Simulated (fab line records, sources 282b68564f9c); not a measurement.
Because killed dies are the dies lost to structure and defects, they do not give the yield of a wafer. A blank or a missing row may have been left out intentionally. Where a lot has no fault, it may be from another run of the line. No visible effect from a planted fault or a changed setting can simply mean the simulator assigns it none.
A lot that was struck, set against a sound lot | flow rit-cmos | 18 out of 202 route steps
Sound: these wafers, L241.1, L241.2, L241.6. Wafers struck: L248.2, L248.3, L248.4. At the end, the cause is stated.
Per side, at each step with rows, come the tool, then ch with its chambers, and then its first start. Under that, the readings that differ: sound wafers | struck wafers | difference of the means | sigmas: that difference in standard deviations of wafers without a fault.
alike: readings with means less than 2 such deviations apart, plus words and numbers identical on both sides. not compared: withheld readings, readings lacking a value on some wafer, bounds such as >300 that could conceal the same value, and numbers that have no deviation in the record and whose values overlap.
The two part at a step that has a row with sigmas, a row that says differs or no value, or rows on one side only. Numbers that have no deviation but don't overlap get no sigmas and don't part them. A reading missing from all wafers of one side parts the sides only when that side holds two or more wafers.

first, 4 steps without rows for these wafers: RIT_NLDD_SOFTBAKE_02 (time 60 s); RIT_NLDD_EXPOSE_03 (exposes mask M7, target cd 40700 nm); RIT_NLDD_PEB_04; RIT_NLDD_DEVELOP_05 (develop time 50 s).
RIT_NLDD_OVL_MEAS_06:
  struck on overlay-01, day 4 03:52; sound on overlay-02, day 2 17:26
  alike: NLDD_OVL
then, 2 steps without rows for these wafers: RIT_NLDD_HARDBAKE_07 (time 60 s); RIT_NLDD_IMPLANT_08.
RIT_NLDD_STRIP_09: strips in O2, time 180 s.
  sound on plasma-asher-03 ch 0,1, day 2 17:46; struck on plasma-asher-03 ch 0,1, day 4 04:11
  alike: drypump-motor-current-A
  not compared: rf-hours-counter-h
RIT_NLDD_TW_MEAS_10:
  struck on film-metro-02, day 4 04:23; sound on film-metro-04, day 2 17:56
  alike: NLDD_TW
then, 3 steps without rows for these wafers: RIT_PLDD_HMDS_00 (prime time 60 s); RIT_PLDD_COAT_01 (resist thk 1000 nm); RIT_PLDD_SOFTBAKE_02 (time 60 s).
RIT_PLDD_EXPOSE_03: exposes mask M8, target cd 40900 nm.
  sound on iline-stepper-01 ch 0, day 2 18:32; struck on iline-stepper-02 ch 0, day 4 05:05
  reading                      | sound             | struck            | difference | sigmas
  model.PLDD.overlay-x-nm (nm) | 0.105 0.105 0.105 | 239.7 239.7 239.7 | +239.6     |
  alike: mask
then, 2 steps without rows for these wafers: RIT_PLDD_PEB_04; RIT_PLDD_DEVELOP_05 (develop time 50 s).
RIT_PLDD_OVL_MEAS_06:
  struck on overlay-01, day 4 05:29; sound on overlay-01, day 2 18:56
  reading       | sound        | struck            | difference | sigmas
  PLDD_OVL (nm) | -0.5 0.3 1.3 | 242.6 241.4 240.6 | +241.2     | +99 or more
then, 1 step without rows for these wafers: RIT_PLDD_HARDBAKE_07 (time 60 s).
RIT_M1_PROBE_99:
  struck on prober-01, day 4 19:30; sound on prober-02, day 3 09:58
  reading                        | sound          | struck         | difference | sigmas
  model.etest.pldd.width-nm (nm) | 3200 3198 3160 | 3031 3021 3032 | -158       |
  alike: killed_at_M0_to_M3, killed-at-contacts, killed-at-front-end, killed-dies, killed-open, killed-short

WHERE THEY PART
At RIT_PLDD_OVL_MEAS_06 and nowhere else, as far as this record goes. Later steps at which nothing parts them and some readings are alike: RIT_M1_PROBE_99.

WHY: what the simulator had put in
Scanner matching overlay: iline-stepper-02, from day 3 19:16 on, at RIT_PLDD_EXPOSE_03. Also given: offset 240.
